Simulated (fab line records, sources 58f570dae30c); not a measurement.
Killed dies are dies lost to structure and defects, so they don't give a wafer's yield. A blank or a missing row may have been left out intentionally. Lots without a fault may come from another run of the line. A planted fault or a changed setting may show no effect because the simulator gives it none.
2 desks, one fault || flow berkeley_cmos170 || what lay behind the numbers comes last; until then each desk has only its own

## FOR THE TOOL OWNER'S DESK: litho_track-01
The tool's own readings at UCB170_M2_COAT_10 (resist thk 900 nm): means of the sampled wafers that have a number, for each lot that ran on this tool. A lot is out of limits, marked OUT, if its mean lies more than 4 standard deviations from the usual mean; the brackets give that distance.
Columns: A = exhaust_pa at UCB170_M2_COAT_10, usual 45.0 Pa; B = spin_speed_rpm at UCB170_M2_COAT_10, usual 1499.9 rpm
{"lot": "L181", "first seen here": "day 7 16:00", "A": 45.1, "B": 1499.0}
{"lot": "L182", "first seen here": "day 7 17:00", "A": 45.2, "B": 1500.9}
{"lot": "L188", "first seen here": "day 8 19:00", "A": 45.9, "B": "1699.8 (+99 or more) OUT"}
{"lot": "L185", "first seen here": "day 8 20:00", "A": 44.3, "B": "1699.6 (+99 or more) OUT"}
Finding of this desk: L185, L188 out of limits; the first was L188 at day 8 19:00, on spin_speed_rpm at UCB170_M2_COAT_10. L181, L182: within limits.

## METROLOGY DESK
What the gauges read, lot by lot, whatever tool the lot ran on: means of the sampled wafers that have a number. A lot is out of limits, marked OUT, if its mean lies more than 4 standard deviations from the usual mean; the brackets give that distance.
Columns: A = cd_nm at UCB170_V1_CD_MEAS_12, usual 699.6 nm; B = V1_OVL at UCB170_V1_OVL_MEAS_13, usual 3 nm
{"lot": "L181", "first seen here": "day 7 14:58", "A": 699.0, "B": 3}
{"lot": "L182", "first seen here": "day 7 16:01", "A": 699.7, "B": 5}
{"lot": "L184", "first seen here": "day 8 09:26", "A": 700.3, "B": 6}
{"lot": "L188", "first seen here": "day 8 16:31", "A": 699.6, "B": 9}
{"lot": "L185", "first seen here": "day 8 16:58", "A": 700.2, "B": -1}
{"lot": "L192", "first seen here": "day 9 18:08", "A": 699.7, "B": 1}
{"lot": "L195", "first seen here": "day 10 06:21", "A": 698.5, "B": 7}
{"lot": "L194", "first seen here": "day 10 06:35", "A": 697.5, "B": 3}
{"lot": "L196", "first seen here": "day 10 19:24", "A": 700.8, "B": -2}
{"lot": "L197", "first seen here": "day 10 22:43", "A": 701.1, "B": 9}
{"lot": "L198", "first seen here": "day 10 23:00", "A": 702.0, "B": -1}
{"lot": "L204", "first seen here": "day 12 10:41", "A": 701.1, "B": -3}
{"lot": "L200", "first seen here": "day 12 10:58", "A": 698.5, "B": 7}
{"lot": "L202", "first seen here": "day 12 17:08", "A": 697.8, "B": 7}
This desk's finding: nothing out of limits on any of the 14 lots.

## BROUGHT TOGETHER
The tool owner's desk could have raised an alarm at day 8 19:00, on L185, L188.
From the metrology desk's view, nothing was out of limits.
The metrology desk has L185, L188 on record, within its limits.
Of the lots named, all ran UCB170_M2_COAT_10 on litho_track-01.

## WHAT HAD BEEN PUT IN BY THE SIMULATOR
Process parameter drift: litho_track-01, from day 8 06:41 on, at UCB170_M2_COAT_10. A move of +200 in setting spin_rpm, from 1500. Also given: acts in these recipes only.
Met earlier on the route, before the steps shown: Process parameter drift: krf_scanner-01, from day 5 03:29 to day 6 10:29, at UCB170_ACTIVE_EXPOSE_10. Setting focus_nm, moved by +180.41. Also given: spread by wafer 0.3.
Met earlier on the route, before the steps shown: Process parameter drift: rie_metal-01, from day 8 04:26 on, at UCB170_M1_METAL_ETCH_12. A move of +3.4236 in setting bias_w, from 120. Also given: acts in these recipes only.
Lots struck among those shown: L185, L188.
Hours from the fault's start to each desk's first reading out of limits: the tool owner's desk, 12.
